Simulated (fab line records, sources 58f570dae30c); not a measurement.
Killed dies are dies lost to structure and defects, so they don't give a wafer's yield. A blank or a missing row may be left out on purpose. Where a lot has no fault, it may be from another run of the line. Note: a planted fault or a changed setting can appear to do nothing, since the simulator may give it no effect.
The tool behind it: which one?    flow berkeley-cmos170    21 wafers from 7 lots sampled at 2 of the route's 331 steps

== WHAT EACH GAUGE READ, for each wafer ==
UCB170_PWELL_THK_MEAS_03.
lot   measured     on             PWELL_OXIDE_THK (nm)
L784  day 2 20:38  film-metro-04  26.5 26.3 26.4
L786  day 3 11:02  film-metro-04  26.3 26.7 26.2
L788  day 3 12:23  film-metro-01  26.4 26.4 26.9
L790  day 4 03:08  film-metro-01  25.7 25.6 25.4
L792  day 4 14:20  film-metro-03  27.0 27.0 26.7
L794  day 4 21:56  film-metro-01  25.9 25.8 25.7
L803  day 7 01:48  film-metro-03  27.0 27.5 27.2

== WHICH TOOL RAN EACH LOT (tool, then ch and the chambers of the sampled wafers, then the start) ==
lot   UCB170_ZERO_ETCH_06
L784  rie-diel-04 ch 2,3, day 2 01:37
L786  rie-diel-04 ch 0,1,2, day 2 12:26
L788  rie-diel-02 ch 0,1,3, day 2 18:42
L790  rie-diel-04 ch 1,2, day 3 08:22
L792  rie-diel-01 ch 1,3, day 3 15:46
L794  rie-diel-04 ch 0,1,2, day 4 02:07
L803  rie-diel-01 ch 0,1, day 5 23:00
- UCB170_ZERO_ETCH_06: etches SiO2 in CHF3/CF4/Ar, time 12 s.

== THE ANSWER, worked out from the rows above alone ==
Rule: the usual values come from the lots themselves. The widest of any qualifying gaps counts: lots, ordered by their means at a reading, are off when they make up no more than a third of the lots, leave a main group of 4 or more, and stand apart from it by 3 or more times the standard deviation of that group's means. Not used: any main group whose means are identical at the precision the tables above print for the reading. A lot without any number at a reading at which 4 lots or more have one is off too. All remaining lots with rows at the step are treated as sound.
None of the lots is off at any reading shown; this tells nothing.

== WHAT HAD BEEN PUT IN BY THE SIMULATOR ==
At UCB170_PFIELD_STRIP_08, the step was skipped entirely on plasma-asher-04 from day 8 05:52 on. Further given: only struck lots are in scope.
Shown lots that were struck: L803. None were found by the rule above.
